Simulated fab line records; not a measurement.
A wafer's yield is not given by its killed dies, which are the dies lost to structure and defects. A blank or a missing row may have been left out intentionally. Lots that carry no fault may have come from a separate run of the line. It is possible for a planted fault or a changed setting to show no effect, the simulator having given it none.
Which tool did it? :: flow rit cmos :: Sampling: 15 lots, 45 wafers, 2 of 202 route steps

WHAT THE GAUGES READ, wafer by wafer
No reading from a measuring or inspecting step in the record can be judged against a usual standard deviation.

WHICH TOOL RAN EACH LOT (tool, then ch and the chambers of the sampled wafers, then the start)
lot: L462
RIT_NLDD_STRIP_09: plasma asher-02 ch 0,1, day 2 22:53
RIT_M1_PROBE_99: -

lot: L464
RIT_NLDD_STRIP_09: plasma asher-04 ch 0,1, day 3 08:15
RIT_M1_PROBE_99: -

lot: L465
RIT_NLDD_STRIP_09: plasma asher-04 ch 0,1, day 3 10:40
RIT_M1_PROBE_99: -

lot: L466
RIT_NLDD_STRIP_09: plasma asher-02 ch 0,1, day 3 18:40
RIT_M1_PROBE_99: -

lot: L467
RIT_NLDD_STRIP_09: plasma asher-03 ch 0,1, day 3 22:59
RIT_M1_PROBE_99: -

lot: L468
RIT_NLDD_STRIP_09: plasma asher-03 ch 0,1, day 4 01:58
RIT_M1_PROBE_99: -

lot: L469
RIT_NLDD_STRIP_09: plasma asher-02 ch 0,1, day 4 05:38
RIT_M1_PROBE_99: -

lot: L470
RIT_NLDD_STRIP_09: plasma asher-03 ch 0,1, day 4 13:51
RIT_M1_PROBE_99: -

lot: L474
RIT_NLDD_STRIP_09: plasma asher-02 ch 0,1, day 5 11:22
RIT_M1_PROBE_99: prober-02, day 6 02:34

lot: L475
RIT_NLDD_STRIP_09: plasma asher-02 ch 0,1, day 5 13:56
RIT_M1_PROBE_99: prober-01, day 6 05:05

lot: L476
RIT_NLDD_STRIP_09: plasma asher-02 ch 0,1, day 5 19:58
RIT_M1_PROBE_99: -

lot: L477
RIT_NLDD_STRIP_09: plasma asher-04 ch 0,1, day 5 22:23
RIT_M1_PROBE_99: -

lot: L478
RIT_NLDD_STRIP_09: plasma asher-03 ch 0,1, day 6 06:02
RIT_M1_PROBE_99: -

lot: L483
RIT_NLDD_STRIP_09: plasma asher-04 ch 0,1, day 7 04:41
RIT_M1_PROBE_99: -

lot: L484
RIT_NLDD_STRIP_09: plasma asher-03 ch 0,1, day 7 11:07
RIT_M1_PROBE_99: -
- RIT_NLDD_STRIP_09: strips in O2, time 180 s.
- RIT_M1_PROBE_99

AS READ BY THE TOOLS THEMSELVES (means over the sampled wafers that have a number; for cases with no such wafer, the mark the record gives instead)
RIT_NLDD_STRIP_09.
lot: L462
tool: plasma asher-02
chamber pressure mTorr (mTorr): 4002
drypump motor current A (A): 6.08

lot: L464
tool: plasma asher-04
chamber pressure mTorr (mTorr): 4003
drypump motor current A (A): 5.98

lot: L465
tool: plasma asher-04
chamber pressure mTorr (mTorr): 3996
drypump motor current A (A): 5.74

lot: L466
tool: plasma asher-02
chamber pressure mTorr (mTorr): 4002
drypump motor current A (A): 6.07

lot: L467
tool: plasma asher-03
chamber pressure mTorr (mTorr): 4003
drypump motor current A (A): 5.88

lot: L468
tool: plasma asher-03
chamber pressure mTorr (mTorr): 3999
drypump motor current A (A): 5.89

lot: L469
tool: plasma asher-02
chamber pressure mTorr (mTorr): 3999
drypump motor current A (A): 6.19

lot: L470
tool: plasma asher-03
chamber pressure mTorr (mTorr): 4001
drypump motor current A (A): 5.89

lot: L474
tool: plasma asher-02
chamber pressure mTorr (mTorr): 2665
drypump motor current A (A): 6.21

lot: L475
tool: plasma asher-02
chamber pressure mTorr (mTorr): 3335
drypump motor current A (A): 6.07

lot: L476
tool: plasma asher-02
chamber pressure mTorr (mTorr): 2664
drypump motor current A (A): 6.19

lot: L477
tool: plasma asher-04
chamber pressure mTorr (mTorr): 3998
drypump motor current A (A): 5.98

lot: L478
tool: plasma asher-03
chamber pressure mTorr (mTorr): 3998
drypump motor current A (A): 5.90

lot: L483
tool: plasma asher-04
chamber pressure mTorr (mTorr): 3995
drypump motor current A (A): 5.74

lot: L484
tool: plasma asher-03
chamber pressure mTorr (mTorr): 4002
drypump motor current A (A): 5.89

RIT_M1_PROBE_99.
lot: L474
tool: prober-02
killed at contacts: 0.0
killed at front end: 7
killed dies: 7
killed open: 4.0
killed short: 2.7

lot: L475
tool: prober-01
killed at contacts: 0.0
killed at front end: 4
killed dies: 4
killed open: 2.3
killed short: 1.7

THE ANSWER, worked out from the rows above alone
Rule: usual is defined by the lots themselves. Put in order of their means at a reading, lots are off if they are a third of the lots or fewer, leave a main group of 4 or more, and stand apart from it by a gap of 3 or more times the standard deviation of the main group's means; of several such gaps the widest counts. If all means in a main group match to the digits the tables above print for the reading, that group is not used. Also off: a lot with no number at a reading for which 4 or more lots have one. Where the step has rows for the other lots, those lots are counted as sound. Order of review: gauges by route order, followed by the tools' own readings, for which a lot's mean as printed above is used. At the first step where some lot is off, the reading lying furthest off is the one used; lots without a number count as furthest.
Off: L474, L475, L476 (RIT_NLDD_STRIP_09, chamber pressure mTorr). The main group: mean 4000 mTorr, standard deviation 2.6.
If a tool, at that step or one of the process steps before it, ran each lot that is off and ran no sound lot following the first of them, it fits. One fits: RIT_NLDD_STRIP_09 on plasma asher-02. Its last sound lot is L469 (day 4 05:38), its first lot that is off L474 (day 5 11:22): a fault that began between those two fits.
On the lots that are off, the tool's own readings at RIT_NLDD_STRIP_09 differ by more than 5 times the standard deviation of the sound lots' means, which bears it out; chamber pressure mTorr reads 2888 mTorr there versus 4000 mTorr on the sound lots.

WHAT WAS PUT IN BY THE SIMULATOR
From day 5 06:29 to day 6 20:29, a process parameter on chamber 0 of plasma asher-02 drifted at RIT_NLDD_STRIP_09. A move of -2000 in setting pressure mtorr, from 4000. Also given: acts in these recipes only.
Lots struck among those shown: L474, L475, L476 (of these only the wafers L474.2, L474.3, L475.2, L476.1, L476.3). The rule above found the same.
